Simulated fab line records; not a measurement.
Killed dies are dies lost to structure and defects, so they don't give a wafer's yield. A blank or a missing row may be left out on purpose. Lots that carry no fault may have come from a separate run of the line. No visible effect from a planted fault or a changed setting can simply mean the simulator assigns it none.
A lot that was struck, set against a sound lot	flow ritCmos	14 steps out of a route of 202
Sound: wafers L625.3, L625.4, L625.5. The struck wafers were L619.2, L619.3, L619.5. The cause is given at the end.
Per side, at each step with rows, come the tool, then ch with its chambers, and then its first start. Under that, the readings that differ: sound wafers	struck wafers	difference of the means	sigmas: that difference in standard deviations of wafers without a fault.
alike: readings whose means differ by less than 2 such deviations, and words and numbers that are the same on both sides. not compared: withheld readings, readings that some wafer has no value for, bounds like >300 that may hide the same value, and numbers for which the record gives no deviation and whose values overlap.
A row with sigmas, a row that says differs or no value, or rows on one side alone: a step with any of these is where the two part. Numbers that don't overlap but have no deviation are shown without sigmas and don't part them. Lack of a reading on every wafer of one side parts them only where that side has two or more wafers.

RIT_SILICIDE_RS_MEAS_02: uses a four-point probe to measure.
  sound on filmMetro-04 at day 5 20:53; struck on filmMetro-04 at day 4 15:11
  alike: SILICIDE_TI_RS
RIT_SILICIDE_THK_MEAS_03: measures by xrf.
  sound on filmMetro-04 at day 5 20:59; struck on filmMetro-04 at day 4 15:18
  alike: SILICIDE_TI_THK
RIT_SILICIDE_RTA_04: time 10 s, ramp up 5 s, ramp down 5 s.
  sound on rtpAnneal-02 ch 0, day 5 21:03; struck on rtpAnneal-02 ch 0, day 4 15:22
  alike: wafer_temp_C_max
then, 1 step without rows for these wafers: RIT_SILICIDE_WET_ETCH_05 (etches Ti in SPM, time 120 s).
RIT_SILICIDE_RTA_06: time 10 s, ramp up 5 s, ramp down 10 s.
  sound on rtpAnneal-01 ch 0, day 5 21:09; struck on rtpAnneal-01 ch 0, day 4 15:28
  alike: wafer_temp_C_max
RIT_CONTACT_CVD_00: deposits SiO2 from TEOS, target thk 400 nm, time 61 s.
  sound on pecvd-04 ch 0,1,2, day 5 21:12; struck on pecvd-04 ch 0,1,2, day 4 15:32
  alike: heaterPowerW
RIT_CONTACT_THK_MEAS_01:
  sound on filmMetro-03 at day 5 21:16; struck on filmMetro-02 at day 4 15:35
  alike: CONTACT_TEOS_THK
then, 5 steps without rows for these wafers: RIT_CONTACT_HMDS_02 (prime time 60 s); RIT_CONTACT_COAT_03 (resist thk 1000 nm); RIT_CONTACT_SOFTBAKE_04 (time 60 s); RIT_CONTACT_EXPOSE_05 (exposes mask M11, target cd 1000 nm); RIT_CONTACT_PEB_06.
RIT_CONTACT_DEVELOP_07: develop time 120 s.
  sound on lithoTrack-03 ch 0, day 5 22:00; struck on lithoTrack-01, day 4 16:00
  no value came back on the struck wafers for chillPlateTempC (C), developTimeS (s); on the sound wafers chillPlateTempC (C) reads 22.94 22.89 22.99
RIT_CONTACT_CD_MEAS_08: target cd 1000 nm.
  sound on cdSem-01 at day 5 22:19; struck on cdSem-02 at day 4 16:45
reading	sound	struck	difference	sigmas
cdNm (nm)	998.3 1000.5 997.9	- - -	no value on the struck wafers	

## WHERE THEY PART
Earliest at RIT_CONTACT_DEVELOP_07; latest, in this record, at RIT_CONTACT_CD_MEAS_08.

WHY: what had been put in by the simulator
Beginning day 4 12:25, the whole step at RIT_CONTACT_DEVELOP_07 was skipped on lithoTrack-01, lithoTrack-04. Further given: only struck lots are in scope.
